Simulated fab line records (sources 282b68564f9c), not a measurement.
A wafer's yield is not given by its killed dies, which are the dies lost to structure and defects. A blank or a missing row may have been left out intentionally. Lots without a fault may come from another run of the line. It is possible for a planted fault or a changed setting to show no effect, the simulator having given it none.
Struck lot and sound lot, side by side :: flow ritCmos :: 30 out of 202 route steps
Sound: the wafers L466.1, L466.2, L466.3. Wafers struck: L473.3, L473.4, L473.5. At the end, the cause is stated.
Per side, at each step with rows, come the tool, then ch with its chambers, and then its first start. Under that, the readings that differ: sound wafers :: struck wafers :: difference of the means :: sigmas: that difference in standard deviations of wafers without a fault.
alike: readings with means less than 2 such deviations apart, plus words and numbers identical on both sides. not compared: withheld readings, readings lacking a value on some wafer, bounds such as >300 that could conceal the same value, and numbers that have no deviation in the record and whose values overlap.
Wherever a step has rows on one side only, a row that says differs or no value, or a row with sigmas, the two part there. Numbers that have no deviation but don't overlap get no sigmas and don't part them. Lack of a reading on every wafer of one side parts them only where that side has two or more wafers.

RIT_FOX2_THK_MEAS_01:
  sound: filmMetro-01 at day 3 01:33; struck: filmMetro-04 at day 4 12:47
reading: FOX2_OXIDE_THK (nm)
sound: 358 353 353
struck: 342 340 337
difference: -15
sigmas: -2
then, 2 steps without rows for these wafers: RIT_FOX2_CLEAN_02 (cleans in dHF, time 180 s); RIT_FOX2_WET_ETCH_03 (etches Si3N4 in H3PO4, target depth 195 nm, time 2700 s).
RIT_FOX2_THK_MEAS_90:
  sound: filmMetro-04 at day 3 02:26; struck: filmMetro-03 at day 4 13:44
reading: FIELD_OXIDE_LEFT_1_THK (nm)
sound: 331 326 326
struck: 315 313 310
difference: -15
sigmas: -2
then, 6 steps without rows for these wafers: RIT_NWELL_HMDS_00 (prime time 60 s); RIT_NWELL_COAT_01 (resist thk 1300 nm); RIT_NWELL_SOFTBAKE_02 (time 60 s); RIT_NWELL_EXPOSE_03 (exposes mask M2, target cd 43900 nm); RIT_NWELL_PEB_04; RIT_NWELL_DEVELOP_05 (develop time 68 s).
RIT_NWELL_OVL_MEAS_06:
  sound: overlay-01 at day 3 03:22; struck: overlay-01 at day 4 14:50
  alike: NWELL_OVL
then, 1 step without rows for these wafers: RIT_NWELL_HARDBAKE_07 (time 120 s).
RIT_NWELL_IMPLANT_08:
  sound on implanter-03 ch 0, day 3 03:39; struck on implanter-02 ch 0, day 4 15:10
reading: doseIonsCm2
sound: 5.004e+13 5.009e+13 5.009e+13
struck: 6.503e+13 6.504e+13 6.498e+13
difference: +1.494e+13
sigmas: +99 or more

reading: faradayCurrentUA
sound: 160 160 156
struck: 202 205 199
difference: +43
sigmas: +14
RIT_NWELL_STRIP_09: strips in O2, time 180 s.
  sound on plasmaAsher-01 ch 0,1, day 3 03:48; struck on plasmaAsher-02 ch 0,1, day 4 15:19
  alike: drypumpMotorCurrentA
  not compared: rfHoursCounterH
RIT_NWELL_TW_MEAS_10:
  sound: filmMetro-01 at day 3 03:59; struck: filmMetro-02 at day 4 15:27
reading: NWELL_TW
sound: 2137 2132 2133
struck: 2340 2348 2337
difference: +208
sigmas: +21
then, 6 steps without rows for these wafers: RIT_PWELL_HMDS_00 (prime time 60 s); RIT_PWELL_COAT_01 (resist thk 1300 nm); RIT_PWELL_SOFTBAKE_02 (time 60 s); RIT_PWELL_EXPOSE_03 (exposes mask M3, target cd 43700 nm); RIT_PWELL_PEB_04; RIT_PWELL_DEVELOP_05 (develop time 68 s).
RIT_PWELL_OVL_MEAS_06:
  sound: overlay-01 at day 3 05:03; struck: overlay-02 at day 4 16:23
  alike: PWELL_OVL
then, 2 steps without rows for these wafers: RIT_PWELL_HARDBAKE_07 (time 120 s); RIT_PWELL_IMPLANT_08.
RIT_PWELL_STRIP_09: strips in O2, time 180 s.
  sound on plasmaAsher-01 ch 0,1, day 3 05:29; struck on plasmaAsher-03 ch 0,1, day 4 16:52
  alike: drypumpMotorCurrentA
  not compared: rfHoursCounterH
RIT_PWELL_TW_MEAS_10:
  sound: filmMetro-01 at day 3 05:40; struck: filmMetro-02 at day 4 17:00
reading: PWELL_TW
sound: 947 945 950
struck: 960 963 955
difference: +12
sigmas: +2
then, 1 step without rows for these wafers: RIT_WELLDRIVE_ANNEAL_00 (time 14700 s).
RIT_WELLDRIVE_RS_MEAS_01: measurement is done with a four-point probe.
  sound: filmMetro-02 at day 3 10:48; struck: filmMetro-03 at day 4 22:13
reading: NWELL_RS (ohm/sq)
sound: 273.5 273.6 274.1
struck: 236.1 235.7 235.5
difference: -38.0
sigmas: -42
RIT_WELLDRIVE_RS_MEAS_02: measurement is done with a four-point probe.
  sound: filmMetro-02 at day 3 10:55; struck: filmMetro-03 at day 4 22:20
  alike: PWELL_RS
RIT_M1_PROBE_99:
  sound: prober-02 at day 4 17:13; struck: prober-01 at day 6 06:31
reading: model.etest.pmos_0p3.rOnOhmUm
sound: 6538 6534 6639
struck: 6808 6793 6870
difference: +253
sigmas: 

reading: model.etest.pmosTurned.rOnOhmUm
sound: 3538 3553 3569
struck: 3903 3828 3990
difference: +354
sigmas: 

reading: model.etest.nwellPinched.rsOhmSq
sound: 339.5 338.8 336.9
struck: 288.1 293.6 290.3
difference: -47.7
sigmas: 

reading: model.etest.wellEdgeRight.lineOhmUm
sound: 179.5 180.9 186.3
struck: 153.3 152.9 151.9
difference: -29.5
sigmas: 

reading: model.etest.wellEdgeLeft.lineOhmUm
sound: 181.7 181.8 183.6
struck: 152.6 151.3 152.9
difference: -30.1
sigmas: 

reading: model.etest.pmos_0p15.driveUaUm
sound: 243.6 243 238.7
struck: 225.2 227 221
difference: -17.4
sigmas: 

reading: model.etest.pmosTurned.driveUaUm
sound: 180.9 180.4 178.1
struck: 157.7 163.6 153.9
difference: -21.4
sigmas: 

reading: model.etest.pmos_0p3.driveUaUm
sound: 94.61 95.7 91.83
struck: 89.91 89.24 88.8
difference: -4.73
sigmas: 
  alike: killedAtContacts, killedAtFrontEnd, killedDies, killedOpen, killedShort

== WHERE THEY PART ==
Last at RIT_WELLDRIVE_RS_MEAS_01 as far as this record goes, first at RIT_FOX2_THK_MEAS_01. Later steps at which nothing parts them and some readings are alike: RIT_WELLDRIVE_RS_MEAS_02, RIT_M1_PROBE_99.

WHY: the cause the simulator had injected
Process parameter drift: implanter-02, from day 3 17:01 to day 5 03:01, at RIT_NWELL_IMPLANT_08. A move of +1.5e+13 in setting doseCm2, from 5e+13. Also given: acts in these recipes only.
